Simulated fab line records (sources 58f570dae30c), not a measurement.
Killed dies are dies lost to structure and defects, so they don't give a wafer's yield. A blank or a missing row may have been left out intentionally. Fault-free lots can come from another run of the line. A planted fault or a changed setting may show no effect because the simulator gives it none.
What tool caused it? || flow berkeley cmos170 || 13 lots with 39 wafers sampled at 5 steps, on a route of 331 steps

## WHAT EACH GAUGE READ, for each wafer
UCB170_START_THK_MEAS_03.
{"lot": "L912", "measured": "day 1 14:40", "on": "film metro-04", "START_OXIDE_THK (nm)": "20.5 20.3 20.4"}
{"lot": "L913", "measured": "day 1 20:14", "on": "film metro-04", "START_OXIDE_THK (nm)": "19.5 19.6 19.5"}
{"lot": "L914", "measured": "day 2 00:29", "on": "film metro-04", "START_OXIDE_THK (nm)": "20.0 20.1 20.6"}
{"lot": "L915", "measured": "day 2 05:27", "on": "film metro-04", "START_OXIDE_THK (nm)": "20.2 19.9 20.1"}
{"lot": "L917", "measured": "day 2 13:50", "on": "film metro-03", "START_OXIDE_THK (nm)": "20.5 20.4 20.5"}
{"lot": "L919", "measured": "day 3 02:08", "on": "film metro-04", "START_OXIDE_THK (nm)": "19.3 19.5 19.0"}
{"lot": "L920", "measured": "day 3 06:13", "on": "film metro-04", "START_OXIDE_THK (nm)": "19.9 19.8 19.9"}
{"lot": "L922", "measured": "day 3 15:19", "on": "film metro-03", "START_OXIDE_THK (nm)": "20.6 20.5 20.9"}
{"lot": "L923", "measured": "day 3 22:01", "on": "film metro-03", "START_OXIDE_THK (nm)": "19.4 19.9 19.9"}
{"lot": "L924", "measured": "day 4 03:20", "on": "film metro-04", "START_OXIDE_THK (nm)": "20.2 20.0 19.8"}
{"lot": "L932", "measured": "day 5 17:46", "on": "film metro-02", "START_OXIDE_THK (nm)": "19.5 19.6 19.6"}
{"lot": "L934", "measured": "day 6 02:34", "on": "film metro-03", "START_OXIDE_THK (nm)": "19.6 19.6 19.5"}
{"lot": "L935", "measured": "day 6 09:26", "on": "film metro-04", "START_OXIDE_THK (nm)": "19.8 20.2 19.8"}

UCB170_WELLDRIVE_THK_MEAS_02.
{"lot": "L912", "measured": "day 3 16:58", "on": "film metro-01", "WELLDRIVE_OXIDE_THK (nm)": "197.1 196.1 197.5"}
{"lot": "L913", "measured": "day 3 16:58", "on": "film metro-03", "WELLDRIVE_OXIDE_THK (nm)": "196.4 197.2 195.7"}
{"lot": "L914", "measured": "day 3 22:31", "on": "film metro-02", "WELLDRIVE_OXIDE_THK (nm)": "200.0 199.1 201.9"}
{"lot": "L915", "measured": "day 3 22:31", "on": "film metro-01", "WELLDRIVE_OXIDE_THK (nm)": "198.1 198.1 198.4"}
{"lot": "L917", "measured": "day 4 10:01", "on": "film metro-02", "WELLDRIVE_OXIDE_THK (nm)": "197.9 195.8 193.4"}
{"lot": "L919", "measured": "day 5 02:43", "on": "film metro-01", "WELLDRIVE_OXIDE_THK (nm)": "195.4 199.0 195.3"}
{"lot": "L920", "measured": "day 5 02:43", "on": "film metro-03", "WELLDRIVE_OXIDE_THK (nm)": "200.4 198.6 202.4"}
{"lot": "L922", "measured": "day 5 09:01", "on": "film metro-02", "WELLDRIVE_OXIDE_THK (nm)": "192.8 195.2 195.8"}
{"lot": "L923", "measured": "day 5 09:05", "on": "film metro-01", "WELLDRIVE_OXIDE_THK (nm)": "192.4 194.3 193.3"}
{"lot": "L924", "measured": "day 5 22:31", "on": "film metro-03", "WELLDRIVE_OXIDE_THK (nm)": "196.2 194.1 197.0"}
{"lot": "L932", "measured": "day 7 10:47", "on": "film metro-02", "WELLDRIVE_OXIDE_THK (nm)": "175.0 174.5 171.7"}
{"lot": "L934", "measured": "day 7 20:49", "on": "film metro-03", "WELLDRIVE_OXIDE_THK (nm)": "199.6 198.8 196.6"}
{"lot": "L935", "measured": "day 8 09:44", "on": "film metro-01", "WELLDRIVE_OXIDE_THK (nm)": "202.4 201.1 204.7"}

UCB170_SPACER_THK_MEAS_01.
{"lot": "L912", "measured": "day 6 06:14", "on": "film metro-04", "SPACER_TEOS_THK (nm)": "369 372 379"}
{"lot": "L913", "measured": "day 6 04:59", "on": "film metro-02", "SPACER_TEOS_THK (nm)": "372 377 381"}
{"lot": "L914", "measured": "day 6 06:02", "on": "film metro-01", "SPACER_TEOS_THK (nm)": "370 370 374"}
{"lot": "L915", "measured": "day 6 06:29", "on": "film metro-01", "SPACER_TEOS_THK (nm)": "371 364 377"}
{"lot": "L917", "measured": "day 7 02:59", "on": "film metro-01", "SPACER_TEOS_THK (nm)": "371 382 381"}
{"lot": "L919", "measured": "day 7 11:52", "on": "film metro-02", "SPACER_TEOS_THK (nm)": "378 371 376"}
{"lot": "L920", "measured": "day 7 11:41", "on": "film metro-01", "SPACER_TEOS_THK (nm)": "368 372 370"}
{"lot": "L922", "measured": "day 7 22:16", "on": "film metro-02", "SPACER_TEOS_THK (nm)": "369 378 379"}
{"lot": "L923", "measured": "day 7 21:35", "on": "film metro-01", "SPACER_TEOS_THK (nm)": "372 375 375"}
{"lot": "L924", "measured": "day 8 07:46", "on": "film metro-04", "SPACER_TEOS_THK (nm)": "369 376 372"}
{"lot": "L932", "measured": "day 10 10:04", "on": "film metro-02", "SPACER_TEOS_THK (nm)": "376 375 382"}
{"lot": "L934", "measured": "day 10 18:21", "on": "film metro-01", "SPACER_TEOS_THK (nm)": "374 371 378"}
{"lot": "L935", "measured": "day 11 04:32", "on": "film metro-01", "SPACER_TEOS_THK (nm)": "372 367 377"}

UCB170_CONTACT_OVL_MEAS_16.
{"lot": "L912", "measured": "day 6 23:17", "on": "overlay-01", "CONTACT_OVL (nm)": "-1 3 1"}
{"lot": "L913", "measured": "day 6 22:59", "on": "overlay-01", "CONTACT_OVL (nm)": "-8 -4 3"}
{"lot": "L914", "measured": "day 6 19:16", "on": "overlay-02", "CONTACT_OVL (nm)": "-3 1 12"}
{"lot": "L915", "measured": "day 6 22:43", "on": "overlay-02", "CONTACT_OVL (nm)": "10 12 12"}
{"lot": "L917", "measured": "day 7 19:56", "on": "overlay-02", "CONTACT_OVL (nm)": "0 -10 3"}
{"lot": "L919", "measured": "day 8 02:19", "on": "overlay-01", "CONTACT_OVL (nm)": "0 -2 -4"}
{"lot": "L920", "measured": "day 8 01:38", "on": "overlay-02", "CONTACT_OVL (nm)": "-9 -7 10"}
{"lot": "L922", "measured": "day 8 18:41", "on": "overlay-01", "CONTACT_OVL (nm)": "-1 -6 -2"}
{"lot": "L923", "measured": "day 8 18:29", "on": "overlay-02", "CONTACT_OVL (nm)": "9 12 1"}
{"lot": "L924", "measured": "day 8 23:05", "on": "overlay-02", "CONTACT_OVL (nm)": "0 4 -2"}
{"lot": "L932", "measured": "day 11 03:42", "on": "overlay-01", "CONTACT_OVL (nm)": "2 3 -3"}
{"lot": "L934", "measured": "day 11 08:58", "on": "overlay-01", "CONTACT_OVL (nm)": "10 -1 -1"}
{"lot": "L935", "measured": "day 11 18:28", "on": "overlay-01", "CONTACT_OVL (nm)": "10 8 9"}

## TOOL THAT RAN EACH LOT (tool first, then ch and the chambers of the sampled wafers, then the start)
{"lot": "L912", "UCB170_WELLDRIVE_OXIDATION_01": "furnace-01 ch 0, day 3 13:28"}
{"lot": "L913", "UCB170_WELLDRIVE_OXIDATION_01": "furnace-01 ch 0, day 3 13:28"}
{"lot": "L914", "UCB170_WELLDRIVE_OXIDATION_01": "furnace-04 ch 0, day 3 19:01"}
{"lot": "L915", "UCB170_WELLDRIVE_OXIDATION_01": "furnace-04 ch 0, day 3 19:01"}
{"lot": "L917", "UCB170_WELLDRIVE_OXIDATION_01": "furnace-01 ch 0, day 4 06:29"}
{"lot": "L919", "UCB170_WELLDRIVE_OXIDATION_01": "furnace-03 ch 0, day 4 23:12"}
{"lot": "L920", "UCB170_WELLDRIVE_OXIDATION_01": "furnace-03 ch 0, day 4 23:12"}
{"lot": "L922", "UCB170_WELLDRIVE_OXIDATION_01": "furnace-04 ch 0, day 5 05:31"}
{"lot": "L923", "UCB170_WELLDRIVE_OXIDATION_01": "furnace-04 ch 0, day 5 05:31"}
{"lot": "L924", "UCB170_WELLDRIVE_OXIDATION_01": "furnace-04 ch 0, day 5 19:01"}
{"lot": "L932", "UCB170_WELLDRIVE_OXIDATION_01": "furnace-03 ch 0, day 7 07:17"}
{"lot": "L934", "UCB170_WELLDRIVE_OXIDATION_01": "furnace-04 ch 0, day 7 17:19"}
{"lot": "L935", "UCB170_WELLDRIVE_OXIDATION_01": "furnace-04 ch 0, day 8 06:14"}
- UCB170_WELLDRIVE_OXIDATION_01: target thk 199 nm, ox time 9000 s.

## WHAT THE TOOLS THEMSELVES READ (means of the sampled wafers that have a number; where no wafer has one, the mark that the record gives instead)
UCB170_WELLDRIVE_OXIDATION_01.
{"lot": "L912", "tool": "furnace-01", "spike tc source C (C)": 1129, "zone power source pct (%)": 33}
{"lot": "L913", "tool": "furnace-01", "spike tc source C (C)": 1129, "zone power source pct (%)": 33}
{"lot": "L914", "tool": "furnace-04", "spike tc source C (C)": 1127, "zone power source pct (%)": 37}
{"lot": "L915", "tool": "furnace-04", "spike tc source C (C)": 1128, "zone power source pct (%)": 37}
{"lot": "L917", "tool": "furnace-01", "spike tc source C (C)": 1130, "zone power source pct (%)": 33}
{"lot": "L919", "tool": "furnace-03", "spike tc source C (C)": 1119, "zone power source pct (%)": 42}
{"lot": "L920", "tool": "furnace-03", "spike tc source C (C)": 1118, "zone power source pct (%)": 42}
{"lot": "L922", "tool": "furnace-04", "spike tc source C (C)": 1126, "zone power source pct (%)": 37}
{"lot": "L923", "tool": "furnace-04", "spike tc source C (C)": 1128, "zone power source pct (%)": 37}
{"lot": "L924", "tool": "furnace-04", "spike tc source C (C)": 1128, "zone power source pct (%)": 37}
{"lot": "L932", "tool": "furnace-03", "spike tc source C (C)": 1119, "zone power source pct (%)": 42}
{"lot": "L934", "tool": "furnace-04", "spike tc source C (C)": 1127, "zone power source pct (%)": 37}
{"lot": "L935", "tool": "furnace-04", "spike tc source C (C)": 1128, "zone power source pct (%)": 37}

## THE ANSWER, worked out from the rows above alone
Rule: the lots themselves supply what counts as usual. Put in order of their means at a reading, lots are off if they are a third of the lots or fewer, leave a main group of 4 or more, and stand apart from it by a gap of 3 or more times the standard deviation of the main group's means; of several such gaps the widest counts. The tables above print the reading to a certain number of digits; a main group whose means all agree to those digits is not used. Also off: a lot with no number at a reading for which 4 or more lots have one. All remaining lots with rows at the step are treated as sound. After the gauges, taken in route order, come the tools' own readings; for these a lot's mean is taken, as printed above. The first step at which some lot is off is used, and at that step the reading that is off furthest; a lot without a number counts as furthest.
Off: at UCB170_WELLDRIVE_THK_MEAS_02 (WELLDRIVE_OXIDE_THK), L932. Main group: mean 197.4 nm, sd 2.6.
If a tool, at a process step before that reading, ran all the lots that are off and no sound lot after the first of them, it fits. The gauges at UCB170_WELLDRIVE_THK_MEAS_02 aren't tried: what is off there is off at UCB170_WELLDRIVE_OXIDATION_01 too, on other tools, and a gauge's error can't cause that. One fits: furnace-03 at UCB170_WELLDRIVE_OXIDATION_01. Its last sound lot is L919 (day 4 23:12), its first lot that is off L932 (day 7 07:17): a fault that began between those two fits.

## WHAT THE SIMULATOR PUT IN
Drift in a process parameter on furnace-03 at UCB170_WELLDRIVE_OXIDATION_01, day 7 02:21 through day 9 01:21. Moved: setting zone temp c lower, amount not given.
Shown lots that were struck: L932. The rule given above showed the same thing.
